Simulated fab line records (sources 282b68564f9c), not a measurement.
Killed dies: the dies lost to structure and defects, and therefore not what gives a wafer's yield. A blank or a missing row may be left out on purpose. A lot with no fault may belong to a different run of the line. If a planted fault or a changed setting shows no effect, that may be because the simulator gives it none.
fab line records | flow ritCmos
record: lots: 14 wafers: 42 lastDay: 7
route steps=202 shown NLDD@112 PLDD@124
lots untouched by any fault: they come from a run of this same line in which no faults occurred
startH: the number of hours between the record's first day and the start of the first shown wafer of the lot | waitH: hours elapsed since this lot's preceding step | " unchanged from the row above | L1.1+2: several wafers, shown together as one row | - either no value or no given start | * or withheld: withheld | < > ~ a bound
route shown NAME@n: names a module that has steps shown in the file, with the first one's number in the route | usual: average and standard deviation across the fault-free wafers | same: alike in all rows | chamber/n: place in a boat | sites: per-site readings | _std_site: standard deviation of those values | _edge_site: the outer-site mean with the inner-site mean subtracted | radiusMm: for every site, how far away it sits from the centre of the wafer | mask NAME#n: copy n | behind: the last tool/chamber to shape the wafer | hold: why the lot went on hold/how many hours it stayed there/how the hold came to an end | device: the n, p or np transistor that did not switch | end of line: tests run on the same wafers once the route is complete | step lacking rows: just its recipe | killed: not the wafer's yield, but the dies lost to structure and defects at the first sort | map: per-die view of a wafer (x killed, . not killed, _ where there is no die)
set.NAME: setting as actually run; set.NAME@STEP: the setting as run at that earlier step | model.NAME: the simulator's own value behind a step, which no gauge read
one table for each step of the route and one row for each wafer, over a sample of lots
services: when a tool's chamber went out of use (startH, in hours from the record's first day, below 0 if earlier), for how many hours, and the reason
== steps ==
step: RIT_NLDD_STRIP_09
recipe: chemistry: O2 timeS: 180 resist: NOVOLAK platenTempC: withheld powerW: 500 pressureMtorr: 4000 o2FlowSccm: 4000
usual: chamberPressureMTorr: 4000/3.6 drypumpMotorCurrentA: 5.8/0.55 rfReflPowerW: 7.4/1.2
columns lot.wafer tool chamber startH waitH chamberPressureMTorr drypumpMotorCurrentA rfHoursCounterH rfReflPowerW
L624.3 plasmaAsher-03 1 44.51 0.1 4000 4.9 - 8.1
L624.5 " 1 " " 3987 4.8 - 8.3
L624.6 " 0 " " 4002 6.4 - 4.7
L625.1 plasmaAsher-04 0 52.07 0.1 3994 6.0 44 8.5
L625.2 " 1 " " 4002 5.8 44 8.4
L625.6 " 0 " " 3999 6.0 - 8.1
L629.2 plasmaAsher-01 0 72.33 0.1 - - - -
L629.3 " 0 " " - - - -
L629.4 " 1 " " - - - -
L630.1 plasmaAsher-03 0 76.09 0.1 - - - -
L630.2 " 1 " " - - - -
L630.3 " 0 " " - - - -
L637.2 plasmaAsher-01 1 111.73 0.1 4005 6.5 49 7.9
L637.3 " 0 " " 3998 5.2 - 7.0
L637.5 " 0 " " 3994 5.2 - 7.0
L638.1 plasmaAsher-04 1 112.34 0.1 4004 5.8 51 8.5
L638.2 " 0 " " 3999 6.0 51 8.2
L638.3 " 0 " " 4001 6.0 - 8.2
L639.1 plasmaAsher-04 1 123.92 0.1 4005 5.8 53 8.4
L639.5 " 0 " " 4001 6.0 - 7.8
L639.6 " 1 " " 4004 5.8 - 8.8
L640.2 plasmaAsher-03 1 128.14 0.1 3998 4.8 28 8.1
L640.4 " 0 " " 4002 6.4 - 4.7
L640.6 " 0 " " 4001 6.4 - 4.8
L641.2 plasmaAsher-04 0 133.11 0.1 3997 6.0 54 8.1
L641.4 " 1 " " 4001 5.8 - 8.4
L641.6 " 1 " " 3998 5.8 - 8.6
L643.4 plasmaAsher-01 1 137.63 0.1 4004 6.5 - 7.4
L643.5 " 1 " " 4005 6.5 - 7.6
L643.6 " 0 " " 3995 5.2 - 6.9
L644.2 plasmaAsher-03 1 147.45 0.2 3996 4.8 29 7.7
L644.4 " 0 " " 3993 6.4 - 4.8
L644.6 " 0 " " 4006 6.4 - 4.7
L645.1 plasmaAsher-04 0 152.59 0.1 3999 6.0 56 8.6
L645.5 " 0 " " 4004 6.0 - 7.9
L645.6 " 1 " " 3997 5.7 - 8.7
L646.2 plasmaAsher-03 0 157.32 0.1 4001 6.4 30 4.7
L646.4 " 1 " " 3996 4.9 - 7.8
L646.6 " 1 " " 3999 4.9 - 8.1
L647.2 plasmaAsher-04 0 161.13 0.1 4002 6.0 57 8.4
L647.4 " 1 " " 4008 5.8 - 8.5
L647.5 " 0 " " 4001 6.0 - 8.2
step: RIT_PLDD_TW_MEAS_10
usual: PLDD_TW: 2387/13
columns lot.wafer tool chamber startH waitH PLDD_TW
L624.3 filmMetro-03 - 46.19 0.1 2382
L624.5 " - " " 2375
L624.6 " - " " 2383
L625.1 filmMetro-02 - 53.76 0.1 2373
L625.2 " - " " 2370
L625.6 " - " " 2391
L629.2 filmMetro-03 - 74.08 0.1 30
L629.3 " - " " 30
L629.4 " - " " 30
L630.1 filmMetro-04 - 77.81 0.1 31
L630.2 " - " " 31
L630.3 " - " " 31
L637.2 filmMetro-03 - 113.33 0.1 2378
L637.3 " - " " 2381
L637.5 " - " " 2385
L638.1 filmMetro-04 - 113.93 0.1 2402
L638.2 " - " " 2399
L638.3 " - " " 2409
L639.1 filmMetro-04 - 125.64 0.1 2411
L639.5 " - " " 2403
L639.6 " - " " 2394
L640.2 filmMetro-02 - 129.87 0.1 2384
L640.4 " - " " 2395
L640.6 " - " " 2379
L641.2 filmMetro-04 - 134.87 0.1 2407
L641.4 " - " " 2403
L641.6 " - " " 2398
L643.4 filmMetro-03 - 139.19 0.1 2387
L643.5 " - " " 2376
L643.6 " - " " 2369
L644.2 filmMetro-04 - 149.05 0.1 2388
L644.4 " - " " 2393
L644.6 " - " " 2387
L645.1 filmMetro-02 - 154.19 0.1 2397
L645.5 " - " " 2402
L645.6 " - " " 2381
L646.2 filmMetro-04 - 158.93 0.1 2395
L646.4 " - " " 2387
L646.6 " - " " 2401
L647.2 filmMetro-02 - 162.86 0.1 2399
L647.4 " - " " 2383
L647.5 " - " " 2388
== services ==
columns tool chamber startH hours kind
plasmaAsher-04 - 32.25 2.2 repair
plasmaAsher-03 - 41.25 0.8 repair
plasmaAsher-03 - 99.91 28.1 pm
plasmaAsher-01 - 129.07 1.5 repair
plasmaAsher-03 - 136.23 5.4 repair
== key ==
firstSign: step: RIT_NLDD_STRIP_09 reading: toolRecord direction: missing
effect: step: RIT_PLDD_TW_MEAS_10 reading: PLDD_TW direction: down sigmas: 99+ usual: 2387 struck: 30
metAt RIT_NLDD_STRIP_09
struckLots L629,L630
sortLeftOut L629.2,L629.3,L629.4,L630.1,L630.2,L630.3
testerLeftOut L629,L630
onsetBetween 44.51 72.33
fault: kind: skippedStepWhole tool: plasmaAsher-01,plasmaAsher-03 chamber: - onsetH: 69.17 steps: RIT_NLDD_STRIP_09 scope: struckLotsOnly
testerLeftOut: of these lots the tester's yield and bins aren't shown, on N5 and GAA mostly nor the transistor test; their killed dies are dies lost to structure and defects alone, not to doping, threshold or leakage, so they don't give the yield
sortLeftOut: the simulated sort isn't trusted on such a fault, so these wafers' sort isn't shown, and their yield isn't known
